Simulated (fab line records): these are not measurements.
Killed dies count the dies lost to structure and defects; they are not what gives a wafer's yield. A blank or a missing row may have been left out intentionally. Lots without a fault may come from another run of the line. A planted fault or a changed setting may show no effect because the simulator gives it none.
Matching of chambers | flow berkeley cmos170 | rie diel-04 running UCB170_CONTACT_ETCH_18: 4 sister chambers
The step etches PSG in CHF3/CF4/Ar, stops on TiSi2, target depth 840 nm, time 195 s. 14 wafers are shown with their chamber, then 7 later ones without.

## WAFERS, EACH WITH ITS CHAMBER
wafer  | chamber | throttle valve pct (%) | drypump motor current A (A) | CHF3_flow_sccm (sccm)
L168.2 | 0       | 7.10                   | 5.5                         | 45.06
L168.3 | 2       | 6.73                   | 6.3                         | 44.90
L168.6 | 2       | 6.75                   | 6.3                         | 44.87
L170.1 | 3       | 6.90                   | 5.8                         | 44.85
L170.2 | 1       | 6.95                   | 5.2                         | 45.01
L170.4 | 0       | 7.10                   | 5.6                         | 45.02
L180.1 | 1       | 6.95                   | 5.2                         | 45.02
L180.2 | 0       | 7.11                   | 5.6                         | 44.98
L180.5 | 3       | 6.91                   | 5.8                         | 44.78
L183.2 | 3       | 6.90                   | 5.9                         | 44.75
L183.4 | 1       | 6.94                   | 5.2                         | 45.04
L183.6 | 1       | 6.95                   | 5.2                         | 44.92
L186.1 | 0       | 7.10                   | 5.5                         | 45.05
L186.4 | 2       | 6.73                   | 6.3                         | 44.87

SIGNATURES (averages over the wafers above)
reading                 | chamber 0 | chamber 1 | chamber 2 | chamber 3 | scatter within a chamber
throttle valve pct      | 7.1025    | 6.9475    | 6.7367    | 6.9033    | 0.00695
drypump motor current A | 5.550     | 5.200     | 6.300     | 5.833     | 0.0408
CHF3_flow_sccm          | 45.0275   | 44.9975   | 44.8800   | 44.7933   | 0.0427
Rule: a wafer's distance from a chamber is the root of the sum, over the readings, of the square of ((its reading less the chamber's mean) divided by the reading's scatter). The wafer belongs to the nearest chamber; if the next one is less than 2 further off, it can't be placed. How the scatter is found: for the shown wafers, subtract from each reading the mean of its chamber, square and add these, divide the total by (wafers less chambers), then take the root.

## WAFERS WHOSE CHAMBER IS MISSING
wafer  | throttle valve pct (%) | drypump motor current A (A) | CHF3_flow_sccm (sccm)
L186.6 | 7.11                   | 5.5                         | 44.85
L187.1 | 6.90                   | 5.9                         | 45.04
L187.4 | 6.91                   | 5.9                         | 44.92
L187.6 | 6.73                   | 6.3                         | 44.97
L189.4 | 6.75                   | 6.3                         | 44.88
L189.5 | 6.93                   | 5.8                         | 45.16
L189.6 | 7.11                   | 5.5                         | 44.88

## EACH ONE'S CHAMBER
wafer  | from the rows above | in truth
L186.6 | 0                   | 0
L187.1 | 3                   | 3
L187.4 | 3                   | 3
L187.6 | 2                   | 2
L189.4 | 2                   | 2
L189.5 | 3                   | 3
L189.6 | 0                   | 0
Placed correctly: 7 of 7. From these rows, 0 cannot be placed. Placed wrongly: 0.
